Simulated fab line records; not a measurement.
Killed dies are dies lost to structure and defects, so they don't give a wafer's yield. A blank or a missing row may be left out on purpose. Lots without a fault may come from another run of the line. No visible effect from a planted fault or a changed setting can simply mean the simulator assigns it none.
fab line records | flow ritCmos | part 1 of 2: steps 1 to 35 of 46
record: lots: 5 wafers: 15 lastDay: 7
route steps=202 shown PLDD@124 SPACER@125 NSD@131 PSD@142 SDANNEAL@153 NLDD@160 SILICIDE@161 CONTACT@168
lots untouched by any fault: they come from a run of this same line in which no faults occurred
startH: hours from the record's first day to the start of the lot's first wafer shown | waitH: hours since the lot's step before | " unchanged from the row above | L1.1+2: several wafers, shown together as one row | - no value present, or no start provided | * or withheld: withheld | < > ~ a bound
route shown NAME@n: a module of which the file shows steps, and the number in the route of the first | usual: mean and standard deviation over wafers with no fault | same: alike in all rows | chamber/n: place in a boat | sites: each site's reading | _std_site: standard deviation of those values | _edge_site: inner sites' mean taken away from outer sites' mean | radiusMm: for every site, how far away it sits from the centre of the wafer | mask NAME#n: copy n | behind: the tool/chamber that last shaped the wafer | hold: cause of the lot's hold/its duration in hours/its outcome | device: whichever transistor did not switch (one of n, p or np) | end of line: the same wafers' tests at the end of the route | a step without rows: its recipe alone | killed: dies lost to structure and defects at the first sort, not the wafer's yield | map: the dies of a wafer, with x for killed, . for not killed, _ for no die there
set.NAME: the setting as run; set.NAME@STEP: as run at that earlier step | model.NAME: the simulator's own value behind a step, which no gauge read
lots seen at some steps along the route; tables by step, rows by wafer
services: from which hour (startH, from the record's first day; less than 0 if before it) a tool's chamber was out of use, for how many hours, and why
== steps ==
step: RIT_PLDD_TW_MEAS_10
usual: PLDD_TW: 2330/18
columns lot.wafer tool chamber startH waitH PLDD_TW
L077.1 filmMetro-01 - 59.88 0.1 2352
L077.4 " - " " 2339
L077.5 " - " " 2355
L078.3 filmMetro-02 - 70.56 0.1 2321
L078.4 " - " " 2312
L078.5 " - " " 2306
L086.2 filmMetro-01 - 114.31 0.1 2331
L086.3 " - " " 2334
L086.5 " - " " 2328
L093.1 filmMetro-01 - 145.39 0.1 2334
L093.2 " - " " 2336
L093.4 " - " " 2332
L094.1 filmMetro-03 - 150.46 0.1 2348
L094.4 " - " " 2357
L094.6 " - " " 2355
step: RIT_SPACER_CLEAN_00
recipe: chemistry: SC1 mix: 3:3:50 timeS: 600 tempC: 75
columns lot.wafer tool chamber startH waitH
L077.1+4+5 wetBench-03 3 59.94 0.1
L078.3+4+5 wetBench-01 0 70.60 0.0
L086.2+3+5 wetBench-01 0 114.36 0.0
L093.1+2+4 wetBench-04 2 145.45 0.1
L094.1+4+6 wetBench-03 1 150.52 0.1
step: RIT_SPACER_CLEAN_01
recipe: chemistry: dHF dilution: 50:1 timeS: 30
columns lot.wafer tool chamber startH waitH
L077.1+4+5 wetBench-01 0 60.11 0.0
L078.3+4+5 wetBench-03 2 70.78 0.0
L086.2+3+5 wetBench-03 2 114.54 0.0
L093.1+2+4 wetBench-01 3 145.63 0.0
L094.1+4+6 wetBench-04 1 150.71 0.0
step: RIT_SPACER_CLEAN_02
recipe: chemistry: SC2 mix: 3:3:50 timeS: 600 tempC: 75 dry: n2Spin
columns lot.wafer tool chamber startH waitH
L077.1+4+5 wetBench-04 2 60.13 0.0
L078.3+4+5 wetBench-04 0 70.80 0.0
L086.2+3+5 wetBench-04 3 114.55 0.0
L093.1+2+4 wetBench-03 0 145.64 0.0
L094.1+4+6 wetBench-03 2 150.72 0.0
step: RIT_SPACER_CVD_03
recipe: material: Si3N4 targetThkNm: 250 tempC: 810 precursor: SiH2Cl2/NH3 timeS: 3300 pressureMtorr: 300 sih2cl2FlowSccm: 60 nh3FlowSccm: 150
usual: nh3FlowSccm: 150.0/0.44
columns lot.wafer tool chamber startH waitH nh3FlowSccm
L077.1 lpcvd-02 1 61.48 1.2 150.2
L077.4 " 1 " " 150.1
L077.5 " 1 " " 149.9
L078.3 lpcvd-02 1 70.97 0.0 149.8
L078.4 " 1 " " 150.2
L078.5 " 1 " " 149.8
L086.2 lpcvd-02 1 114.73 0.0 149.8
L086.3 " 1 " " 149.6
L086.5 " 1 " " 150.2
L093.1 lpcvd-01 1 145.82 0.0 149.6
L093.2 " 1 " " 149.9
L093.4 " 1 " " 149.7
L094.1 lpcvd-02 1 150.92 0.0 149.5
L094.4 " 1 " " 149.4
L094.6 " 1 " " 149.6
step: RIT_SPACER_THK_MEAS_04
recipe: reads: Si3N4_of_SPACER_CVD_03
usual: SPACER_NITRIDE_THK: 249.4/2.5
columns lot.wafer tool chamber startH waitH SPACER_NITRIDE_THK[nm]
L077.1 filmMetro-03 - 63.40 0.0 249.2
L077.4 " - " " 249.0
L077.5 " - " " 247.1
L078.3 filmMetro-03 - 72.91 0.0 250.2
L078.4 " - " " 246.9
L078.5 " - " " 247.2
L086.2 filmMetro-01 - 116.66 0.0 248.6
L086.3 " - " " 249.6
L086.5 " - " " 247.6
L093.1 filmMetro-03 - 147.74 0.0 251.5
L093.2 " - " " 252.9
L093.4 " - " " 251.9
L094.1 filmMetro-01 - 152.83 0.0 252.6
L094.4 " - " " 251.5
L094.6 " - " " 251.3
step: RIT_SPACER_ETCHBACK_05
recipe: targetDepthA: 2500 SF6_flow_sccm: 30 CHF3_flow_sccm: 30 target: Si3N4 chemistry: SF6/CHF3 pressureMtorr: 40 rfW: 250 timeS: 240 stopOn: SiO2
usual: drypumpMotorCurrentA: 5.7/0.4 oesProductAu: 0.844/0.015 throttleValvePct: 10.33/0.19
columns lot.wafer tool chamber startH waitH drypumpMotorCurrentA oesProductAu rfHoursCounterH throttleValvePct
L077.1 rieDiel-01 3 63.46 0.1 5.8 0.834 50 10.00
L077.4 " 2 " " 6.0 0.831 46 10.45
L077.5 " 2 " " 6.0 0.824 - 10.46
L078.3 rieDiel-02 1 72.95 0.0 5.5 0.855 53 10.45
L078.4 " 3 " " 5.4 0.850 - 10.37
L078.5 " 1 " " 5.5 0.849 - 10.44
L086.2 rieDiel-01 2 116.71 0.0 6.0 0.832 48 10.46
L086.3 " 0 " " 5.2 0.825 120 10.35
L086.5 " 3 " " 5.8 0.836 - 10.00
L093.1 rieDiel-01 2 147.80 0.1 6.0 0.837 48 10.47
L093.2 " 1 " " 5.6 0.856 1 10.53
L093.4 " 0 " " 5.2 0.820 121 10.32
L094.1 rieDiel-02 2 152.89 0.1 6.6 0.836 0 10.41
L094.4 " 1 " " 5.5 0.858 55 10.45
L094.6 " 1 " " 5.5 0.868 - 10.45
step: RIT_NSD_HMDS_00
recipe: primeTimeS: 60 primeTempC: 140
columns lot.wafer tool chamber startH waitH
L077.1+4+5 lithoTrack-04 0 63.61 0.1
L078.3+4+5 lithoTrack-01 0 73.15 0.1
L086.2+3+5 lithoTrack-02 0 116.88 0.1
L093.1+2+4 lithoTrack-02 0 147.95 0.1
L094.1+4+6 lithoTrack-01 0 153.04 0.1
step: RIT_NSD_COAT_01
recipe: resist: NOVOLAK spinRpm: 3250 resistThkNm: 1000
columns lot.wafer tool chamber startH waitH
L077.1+4+5 lithoTrack-04 0 63.76 0.1
L078.3+4+5 lithoTrack-01 0 73.30 0.1
L086.2+3+5 lithoTrack-02 0 117.03 0.1
L093.1+2+4 lithoTrack-02 0 148.10 0.1
L094.1+4+6 lithoTrack-01 0 153.19 0.1
step: RIT_NSD_SOFTBAKE_02
recipe: resist: NOVOLAK tempC: 90 timeS: 60
columns lot.wafer tool chamber startH waitH
L077.1+4+5 lithoTrack-04 0 63.91 0.1
L078.3+4+5 lithoTrack-01 0 73.45 0.1
L086.2+3+5 lithoTrack-02 0 117.18 0.1
L093.1+2+4 lithoTrack-02 0 148.25 0.1
L094.1+4+6 lithoTrack-01 0 153.34 0.1
step: RIT_NSD_EXPOSE_03
recipe: maskId: M9 na: 0.57 targetCdNm: 40700 doseMj: 250
columns lot.wafer tool chamber startH waitH mask
L077.1+4+5 ilineStepper-01 0 64.22 0.3 M9#0
L078.3+4+5 ilineStepper-01 0 73.59 0.1 M9#0
L086.2+3+5 ilineStepper-02 0 117.33 0.1 M9#0
L093.1+2+4 ilineStepper-01 0 148.40 0.1 M9#0
L094.1+4+6 ilineStepper-02 0 153.62 0.2 M9#0
step: RIT_NSD_PEB_04
recipe: resist: NOVOLAK tempC: withheld timeS: withheld
columns lot.wafer tool chamber startH waitH
L077.1+4+5 lithoTrack-02 0 64.34 0.1
L078.3+4+5 lithoTrack-01 0 73.72 0.1
L086.2+3+5 lithoTrack-02 0 117.45 0.1
L093.1+2+4 lithoTrack-02 0 148.51 0.1
L094.1+4+6 lithoTrack-01 0 153.73 0.1
step: RIT_NSD_DEVELOP_05
recipe: resist: NOVOLAK developTimeS: 50 devTempC: 23
usual: developerTempC: 22.99/0.11
columns lot.wafer tool chamber startH waitH developerTempC
L077.1 lithoTrack-02 0 - - 22.95
L077.4 " 0 " " 22.89
L077.5 " 0 " " 23.14
L078.3 lithoTrack-01 0 - - 22.95
L078.4 " 0 " " 23.02
L078.5 " 0 " " 22.84
L086.2 lithoTrack-02 0 - - 22.81
L086.3 " 0 " " 22.96
L086.5 " 0 " " 22.67
L093.1 lithoTrack-02 0 - - 22.96
L093.2 " 0 " " 23.00
L093.4 " 0 " " 22.99
L094.1 lithoTrack-01 0 - - 22.89
L094.4 " 0 " " 22.81
L094.6 " 0 " " 23.00
step: RIT_NSD_OVL_MEAS_06
usual: NSD_OVL: -1.1/1.3
columns lot.wafer tool chamber startH waitH NSD_OVL[nm]
L077.1 overlay-02 - 64.62 - -2.7
L077.4 " - " " -1.5
L077.5 " - " " -2.1
L078.3 overlay-02 - 73.96 - -1.8
L078.4 " - " " 0.0
L078.5 " - " " -1.5
L086.2 overlay-02 - 117.71 - -0.3
L086.3 " - " " -0.5
L086.5 " - " " -0.4
L093.1 overlay-01 - 148.80 - -0.8
L093.2 " - " " -1.3
L093.4 " - " " -0.2
L094.1 overlay-01 - 154.02 - -0.2
L094.4 " - " " -2.1
L094.6 " - " " -0.2
step: RIT_NSD_HARDBAKE_07
recipe: resist: NOVOLAK tempC: 140 timeS: 60
columns lot.wafer tool chamber startH waitH
L077.1+4+5 lithoTrack-04 0 64.66 0.0
L078.3+4+5 lithoTrack-02 0 74.28 0.3
L086.2+3+5 lithoTrack-02 0 117.77 0.0
L093.1+2+4 lithoTrack-04 0 148.83 0.0
L094.1+4+6 lithoTrack-04 0 154.05 0.0
step: RIT_NSD_IMPLANT_08
recipe: species: P energyKev: 25 doseCm2: 1e+15 tiltDeg: 7
columns lot.wafer tool chamber startH waitH
L077.1+4+5 implanter-02 0 64.81 0.1
L078.3+4+5 implanter-04 0 74.43 0.1
L086.2+3+5 implanter-02 0 117.92 0.1
L093.1+2+4 implanter-03 0 148.98 0.1
L094.1+4+6 implanter-04 0 154.20 0.1
step: RIT_NSD_STRIP_09
recipe: chemistry: O2 timeS: 180 resist: NOVOLAK platenTempC: withheld powerW: 500 pressureMtorr: 4000 o2FlowSccm: 4000
usual: drypumpMotorCurrentA: 6.0/0.38
columns lot.wafer tool chamber startH waitH drypumpMotorCurrentA rfHoursCounterH
L077.1 plasmaAsher-03 1 64.96 0.1 5.7 42
L077.4 " 0 " " 6.0 -
L077.5 " 1 " " 5.7 -
L078.3 plasmaAsher-01 0 74.59 0.1 5.6 -
L078.4 " 1 " " 5.7 -
L078.5 " 1 " " 5.7 -
L086.2 plasmaAsher-01 1 118.04 0.1 5.6 30
L086.3 " 1 " " 5.7 -
L086.5 " 0 " " 5.6 -
L093.1 plasmaAsher-01 0 149.13 0.1 5.6 33
L093.2 " 1 " " 5.7 33
L093.4 " 1 " " 5.7 -
L094.1 plasmaAsher-04 0 154.35 0.1 6.3 52
L094.4 " 1 " " 6.7 -
L094.6 " 1 " " 6.7 -
step: RIT_NSD_TW_MEAS_10
usual: NSD_TW: 3100/27
columns lot.wafer tool chamber startH waitH NSD_TW
L077.1 filmMetro-01 - 65.13 0.1 3128
L077.4 " - " " 3123
L077.5 " - " " 3123
L078.3 filmMetro-02 - 74.73 0.1 3091
L078.4 " - " " 3078
L078.5 " - " " 3083
L086.2 filmMetro-02 - 118.23 0.1 3073
L086.3 " - " " 3069
L086.5 " - " " 3076
L093.1 filmMetro-03 - 149.31 0.1 3122
L093.2 " - " " 3121
L093.4 " - " " 3112
L094.1 filmMetro-01 - 154.53 0.1 3101
L094.4 " - " " 3122
L094.6 " - " " 3079
step: RIT_PSD_HMDS_00
recipe: primeTimeS: 60 primeTempC: 140
columns lot.wafer tool chamber startH waitH
L077.1+4+5 lithoTrack-04 0 65.19 0.1
L078.3+4+5 lithoTrack-04 0 74.82 0.1
L086.2+3+5 lithoTrack-03 0 118.30 0.1
L093.1+2+4 lithoTrack-03 0 149.37 0.1
L094.1+4+6 lithoTrack-04 0 154.59 0.1
step: RIT_PSD_COAT_01
recipe: resist: NOVOLAK spinRpm: 3250 resistThkNm: 1000
columns lot.wafer tool chamber startH waitH
L077.1+4+5 lithoTrack-04 0 65.34 0.1
L078.3+4+5 lithoTrack-04 0 74.97 0.1
L086.2+3+5 lithoTrack-03 0 118.45 0.1
L093.1+2+4 lithoTrack-03 0 149.52 0.1
L094.1+4+6 lithoTrack-04 0 154.74 0.1
step: RIT_PSD_SOFTBAKE_02
recipe: resist: NOVOLAK tempC: 90 timeS: 60
columns lot.wafer tool chamber startH waitH
L077.1+4+5 lithoTrack-04 0 65.49 0.1
L078.3+4+5 lithoTrack-04 0 75.12 0.1
L086.2+3+5 lithoTrack-03 0 118.60 0.1
L093.1+2+4 lithoTrack-03 0 149.67 0.1
L094.1+4+6 lithoTrack-04 0 154.89 0.1
step: RIT_PSD_EXPOSE_03
recipe: maskId: M10 na: 0.57 targetCdNm: 40900 doseMj: 250
columns lot.wafer tool chamber startH waitH mask
L077.1+4+5 ilineStepper-01 0 65.64 0.1 M10#0
L078.3+4+5 ilineStepper-02 0 75.38 0.2 M10#0
L086.2+3+5 ilineStepper-02 0 118.75 0.1 M10#0
L093.1+2+4 ilineStepper-01 0 149.94 0.2 M10#0
L094.1+4+6 ilineStepper-01 0 155.04 0.1 M10#0
step: RIT_PSD_PEB_04
recipe: resist: NOVOLAK tempC: withheld timeS: withheld
columns lot.wafer tool chamber startH waitH
L077.1+4+5 lithoTrack-01 0 65.78 0.1
L078.3+4+5 lithoTrack-03 0 75.51 0.1
L086.2+3+5 lithoTrack-03 0 118.87 0.1
L093.1+2+4 lithoTrack-03 0 150.13 0.2
L094.1+4+6 lithoTrack-03 0 155.15 0.1
step: RIT_PSD_DEVELOP_05
recipe: resist: NOVOLAK developTimeS: 50 devTempC: 23
usual: developerTempC: 22.98/0.1
columns lot.wafer tool chamber startH waitH developerTempC
L077.1 lithoTrack-01 0 - - 22.94
L077.4 " 0 " " 23.03
L077.5 " 0 " " 22.97
L078.3 lithoTrack-03 0 - - 22.94
L078.4 " 0 " " 22.93
L078.5 " 0 " " 23.10
L086.2 lithoTrack-03 0 - - 23.28
L086.3 " 0 " " 23.09
L086.5 " 0 " " 23.15
L093.1 lithoTrack-03 0 - - 23.16
L093.2 " 0 " " 23.04
L093.4 " 0 " " 23.26
L094.1 lithoTrack-03 0 - - 23.03
L094.4 " 0 " " 22.97
L094.6 " 0 " " 22.97
step: RIT_PSD_OVL_MEAS_06
usual: PSD_OVL: -0.7/1.5
columns lot.wafer tool chamber startH waitH PSD_OVL[nm]
L077.1 overlay-02 - 66.06 - 0.0
L077.4 " - " " -2.0
L077.5 " - " " 0.0
L078.3 overlay-02 - 75.76 - -0.5
L078.4 " - " " 0.9
L078.5 " - " " 0.8
L086.2 overlay-01 - 119.13 - -1.0
L086.3 " - " " -3.1
L086.5 " - " " -2.7
L093.1 overlay-01 - 150.41 - -0.9
L093.2 " - " " -0.9
L093.4 " - " " -0.6
L094.1 overlay-02 - 155.44 - -0.5
L094.4 " - " " -0.3
L094.6 " - " " -1.1
step: RIT_PSD_HARDBAKE_07
recipe: resist: NOVOLAK tempC: 140 timeS: 60
columns lot.wafer tool chamber startH waitH
L077.1+4+5 lithoTrack-04 0 66.20 0.1
L078.3+4+5 lithoTrack-01 0 75.83 0.1
L086.2+3+5 lithoTrack-04 0 119.21 0.1
L093.1+2+4 lithoTrack-03 0 150.45 0.0
L094.1+4+6 lithoTrack-03 0 155.47 0.0
step: RIT_PSD_IMPLANT_08
recipe: species: BF2 energyKev: 27 doseCm2: 5e+15 tiltDeg: 7
columns lot.wafer tool chamber startH waitH
L077.1+4+5 implanter-03 0 66.35 0.1
L078.3+4+5 implanter-01 0 75.98 0.1
L086.2+3+5 implanter-04 0 119.36 0.1
L093.1+2+4 implanter-04 0 150.60 0.1
L094.1+4+6 implanter-03 0 155.62 0.1
step: RIT_PSD_STRIP_09
recipe: chemistry: O2 timeS: 180 resist: NOVOLAK platenTempC: withheld powerW: 500 pressureMtorr: 4000 o2FlowSccm: 4000
usual: drypumpMotorCurrentA: 5.70/0.26
columns lot.wafer tool chamber startH waitH drypumpMotorCurrentA rfHoursCounterH
L077.1 plasmaAsher-01 0 66.50 0.1 5.63 24
L077.4 " 1 " " 5.68 -
L077.5 " 1 " " 5.70 -
L078.3 plasmaAsher-01 1 76.14 0.1 5.67 -
L078.4 " 0 " " 5.61 -
L078.5 " 1 " " 5.63 -
L086.2 plasmaAsher-02 1 119.49 0.1 5.25 0
L086.3 " 1 " " 5.27 -
L086.5 " 1 " " 5.27 -
L093.1 plasmaAsher-01 1 150.75 0.1 5.69 33
L093.2 " 0 " " 5.62 33
L093.4 " 0 " " 5.63 -
L094.1 plasmaAsher-01 1 155.77 0.1 5.65 34
L094.4 " 0 " " 5.62 -
L094.6 " 1 " " 5.64 -
step: RIT_PSD_TW_MEAS_10
usual: PSD_TW: 3417/31
columns lot.wafer tool chamber startH waitH PSD_TW
L077.1 filmMetro-02 - 66.67 0.1 3356
L077.4 " - " " 3376
L077.5 " - " " 3362
L078.3 filmMetro-03 - 76.27 0.1 3441
L078.4 " - " " 3424
L078.5 " - " " 3468
L086.2 filmMetro-01 - 119.67 0.1 3381
L086.3 " - " " 3409
L086.5 " - " " 3386
L093.1 filmMetro-03 - 150.93 0.1 3402
L093.2 " - " " 3433
L093.4 " - " " 3434
L094.1 filmMetro-01 - 155.95 0.1 3394
L094.4 " - " " 3401
L094.6 " - " " 3404
step: RIT_SDANNEAL_CLEAN_00
recipe: chemistry: SC1 mix: 3:3:50 timeS: 600 tempC: 75
columns lot.wafer tool chamber startH waitH
L077.1+4+5 wetBench-01 2 66.73 0.1
L078.3+4+5 wetBench-03 1 76.31 0.0
L086.2+3+5 wetBench-03 0 119.72 0.0
L093.1+2+4 wetBench-02 1 150.99 0.1
L094.1+4+6 wetBench-03 3 156.01 0.1
step: RIT_SDANNEAL_CLEAN_01
recipe: chemistry: dHF dilution: 50:1 timeS: 30
columns lot.wafer tool chamber startH waitH
L077.1+4+5 wetBench-01 1 66.91 0.0
L078.3+4+5 wetBench-01 0 76.49 0.0
L086.2+3+5 wetBench-01 1 119.90 0.0
L093.1+2+4 wetBench-01 0 151.18 0.0
L094.1+4+6 wetBench-01 3 156.20 0.0
step: RIT_SDANNEAL_CLEAN_02
recipe: chemistry: SC2 mix: 3:3:50 timeS: 600 tempC: 75 dry: n2Spin
columns lot.wafer tool chamber startH waitH
L077.1+4+5 wetBench-01 0 66.92 0.0
L078.3+4+5 wetBench-02 2 76.51 0.0
L086.2+3+5 wetBench-02 0 119.91 0.0
L093.1+2+4 wetBench-02 0 151.19 0.0
L094.1+4+6 wetBench-02 1 156.22 0.0
step: RIT_SDANNEAL_RTA_03
recipe: tempC: 1050 timeS: 5 idleTempC: 600 rampUpCPerS: 342 rampDownCPerS: 171 coolToC: 600 ambient: N2
usual: wafer_temp_C_max: 1053.5/1.1
columns lot.wafer tool chamber startH waitH wafer_temp_C_max
L077.1 rtpAnneal-02 0 67.10 0.0 1052.5
L077.4 " 0 " " 1053.4
L077.5 " 0 " " 1053.3
L078.3 rtpAnneal-01 0 76.72 0.0 1052.6
L078.4 " 0 " " 1051.6
L078.5 " 0 " " 1054.9
L086.2 rtpAnneal-01 0 120.10 0.0 1052.4
L086.3 " 0 " " 1052.7
L086.5 " 0 " " 1053.6
L093.1 rtpAnneal-02 0 151.38 0.0 1053.5
L093.2 " 0 " " 1054.0
L093.4 " 0 " " 1052.9
L094.1 rtpAnneal-01 0 156.41 0.0 1053.1
L094.4 " 0 " " 1052.8
L094.6 " 0 " " 1052.5
step: RIT_SDANNEAL_RS_MEAS_04
recipe: thkMeasGauge: four-point-probe
usual: PSD_RS: 115.90/0.29
columns lot.wafer tool chamber startH waitH PSD_RS[ohm/sq]
L077.1 filmMetro-03 - 67.16 0.0 115.49
L077.4 " - " " 115.45
L077.5 " - " " 115.26
L078.3 filmMetro-02 - 76.84 0.1 115.80
L078.4 " - " " 115.50
L078.5 " - " " 115.62
L086.2 filmMetro-02 - 120.17 0.1 116.02
L086.3 " - " " 116.45
L086.5 " - " " 115.89
L093.1 filmMetro-03 - 151.44 0.0 115.82
L093.2 " - " " 115.87
L093.4 " - " " 115.39
L094.1 filmMetro-03 - 156.47 0.0 115.78
L094.4 " - " " 115.82
L094.6 " - " " 115.87
step: RIT_SDANNEAL_RS_MEAS_05
recipe: thkMeasGauge: four-point-probe
usual: NSD_RS: 84.50/0.28
columns lot.wafer tool chamber startH waitH NSD_RS[ohm/sq]
L077.1 filmMetro-03 - 67.28 0.1 84.01
L077.4 " - " " 83.99
L077.5 " - " " 84.07
L078.3 filmMetro-02 - 76.96 0.1 84.69
L078.4 " - " " 84.59
L078.5 " - " " 84.50
L086.2 filmMetro-02 - 120.29 0.1 84.64
L086.3 " - " " 84.61
L086.5 " - " " 84.69
L093.1 filmMetro-03 - 151.56 0.1 84.29
L093.2 " - " " 84.50
L093.4 " - " " 84.15
L094.1 filmMetro-03 - 156.59 0.1 84.81
L094.4 " - " " 84.63
L094.6 " - " " 84.78
